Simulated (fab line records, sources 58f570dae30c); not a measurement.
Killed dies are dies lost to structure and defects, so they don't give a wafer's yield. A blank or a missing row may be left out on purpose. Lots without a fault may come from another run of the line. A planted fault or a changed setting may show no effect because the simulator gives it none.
Chamber matching | flow berkeley_cmos170 | UCB170_V1_CMP_02 on cmp-02: 4 sister chambers
The step polishes SiO2. 14 wafers are shown with their chamber, then 7 later ones without.

WAFERS WITH THEIR CHAMBER
wafer  | chamber | motor_current_A (A) | platen_rpm (rpm) | slurry_filter_dp_kPa (kPa)
L747.1 | 1       | 13.6                | 59.96            | 13.55
L747.3 | 3       | 15.7                | 60.06            | 13.31
L747.5 | 0       | 16.0                | 59.99            | 13.12
L751.2 | 3       | 15.9                | 60.05            | 13.58
L751.5 | 1       | 14.5                | 59.94            | 13.68
L751.6 | 2       | 19.7                | 59.96            | 13.46
L753.3 | 0       | 17.1                | 60.02            | 13.24
L753.4 | 3       | 15.2                | 60.00            | 13.36
L753.5 | 3       | 15.7                | 60.07            | 13.49
L765.1 | 0       | 16.6                | 60.05            | 13.62
L765.4 | 3       | 15.6                | 60.00            | 13.61
L765.5 | 0       | 17.1                | 59.99            | 13.59
L764.1 | 0       | 16.6                | 59.99            | 13.32
L764.2 | 3       | 16.2                | 60.03            | 13.54

SIGNATURES (means of the wafers above)
reading              | chamber 0 | chamber 1 | chamber 2 | chamber 3 | scatter within a chamber
motor_current_A      | 16.680    | 14.050    | 19.700    | 15.717    | 0.422
platen_rpm           | 60.0080   | 59.9500   | 59.9600   | 60.0350   | 0.0276
slurry_filter_dp_kPa | 13.3780   | 13.6150   | 13.4600   | 13.4817   | 0.166
Rule: a wafer's distance from a chamber is the root of the sum, over the readings, of the square of ((its reading less the chamber's mean) divided by the reading's scatter). The wafer belongs to the nearest chamber; if the next one is less than 2 further off, it can't be placed. The scatter: the root of (the sum of the squares of (reading less its chamber's mean) over the shown wafers, divided by (wafers less chambers)).

WAFERS WITHOUT THEIR CHAMBER
wafer  | motor_current_A (A) | platen_rpm (rpm) | slurry_filter_dp_kPa (kPa)
L764.5 | 20.1                | 59.94            | 13.50
L767.1 | 14.1                | 59.94            | 13.59
L767.3 | 20.1                | 60.03            | 13.48
L767.6 | 16.3                | 59.98            | 13.35
L770.1 | 19.9                | 60.02            | 13.76
L770.2 | 15.8                | 59.97            | 13.59
L770.5 | 18.7                | 59.97            | 13.50

WHICH CHAMBER EACH WENT THROUGH
wafer  | from the rows above          | in truth
L764.5 | 2                            | 2
L767.1 | 1                            | 1
L767.3 | 2                            | 2
L767.6 | can't be placed: 0 or 3      | 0
L770.1 | 2                            | 2
L770.2 | can't be placed: 3 or 0 or 1 | 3
L770.5 | 2                            | 2
Placed correctly: 5 of 7. Can't be placed from these rows: 2 (the true chamber is among the candidates in 2). Placed wrongly: 0.
